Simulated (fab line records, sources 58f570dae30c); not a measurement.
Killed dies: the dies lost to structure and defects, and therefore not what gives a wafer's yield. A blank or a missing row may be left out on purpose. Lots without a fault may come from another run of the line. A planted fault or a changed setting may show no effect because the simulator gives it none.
Struck lot and sound lot, side by side ; flow berkeley cmos170 ; 13 steps out of a route of 331
Sound: wafers L611.3, L611.4, L611.5. Struck: wafers L604.3, L604.4, L604.5. The cause comes at the end.
For every step that has rows: the tool of each side, followed by ch and its chambers, followed by its first start. Under that, the readings that differ: sound wafers ; struck wafers ; difference of the means ; sigmas: that difference in standard deviations of wafers without a fault.
alike: readings whose means differ by less than 2 such deviations, and words and numbers that are the same on both sides. not compared: withheld readings, readings that some wafer has no value for, bounds like >300 that may hide the same value, and numbers for which the record gives no deviation and whose values overlap.
The two part at a step that has a row with sigmas, a row that says differs or no value, or rows on one side only. Numbers that have no deviation but don't overlap get no sigmas and don't part them. A reading that every wafer of one side lacks parts them only if that side has two wafers or more.

first, 3 steps without rows for these wafers: UCB170_PWELL_EXPOSE_10 (exposes mask PWELL, target cd 3000 nm); UCB170_PWELL_PEB_11; UCB170_PWELL_DEVELOP_12 (develop time 45 s).
UCB170_PWELL_OVL_MEAS_13:
  sound: overlay-01 at day 5 22:42; struck: overlay-02 at day 4 11:40
  alike: PWELL_OVL
UCB170_PWELL_ETCH_14: etches Si3N4 in CH3F/Ar/O2, stops on SiO2, target depth 242 nm, time 151 s.
  sound on rie diel-02 ch 2,3, day 5 22:43; struck on rie diel-04 ch 1,2, day 4 11:41
  alike: drypump motor current A, oes product au, throttle valve pct
  not compared: rf hours counter h
then, 1 step without rows for these wafers: UCB170_PWELL_IMPLANT_15.
UCB170_PWELL_STRIP_16: strips in O2.
  sound on plasma asher-03 ch 0,1, day 5 23:01; struck on plasma asher-02 ch 0,1, day 4 11:58
  alike: drypump motor current A, oes product au, strip time to endpoint s
  not compared: rf hours counter h
UCB170_PWELL_TW_MEAS_17:
  sound: film metro-01 at day 5 23:06; struck: film metro-01 at day 4 12:03
  alike: PWELL_TW
then, 4 steps without rows for these wafers: UCB170_PWELL_CLEAN_18 (cleans in SPM, time 600 s); UCB170_PWELL_WET_ETCH_19 (etches Si3N4 in H3PO4, time 14400 s); UCB170_PWELL_WET_ETCH_20 (etches SiO2 in BOE, time 22 s); UCB170_WELLDRIVE_CLEAN_00 (cleans in SPM, time 600 s).
UCB170_WELLDRIVE_OXIDATION_01: target thk 199 nm, ox time 9000 s.
  sound on furnace-04 ch 0, day 6 06:33; struck on furnace-04, day 5 01:47
  no value came back on the struck wafers for ox temp c (C), ox temp c max, spike tc centre C (C), zone power load pct (%); on the sound wafers ox temp c (C) reads 1100.1 1100.3 1100.5

== WHERE THEY PART ==
At UCB170_WELLDRIVE_OXIDATION_01 and nowhere else, as far as this record goes.

WHY: what had been put in by the simulator
At UCB170_WELLDRIVE_OXIDATION_01, the step was skipped entirely on furnace-04 from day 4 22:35 on. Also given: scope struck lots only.
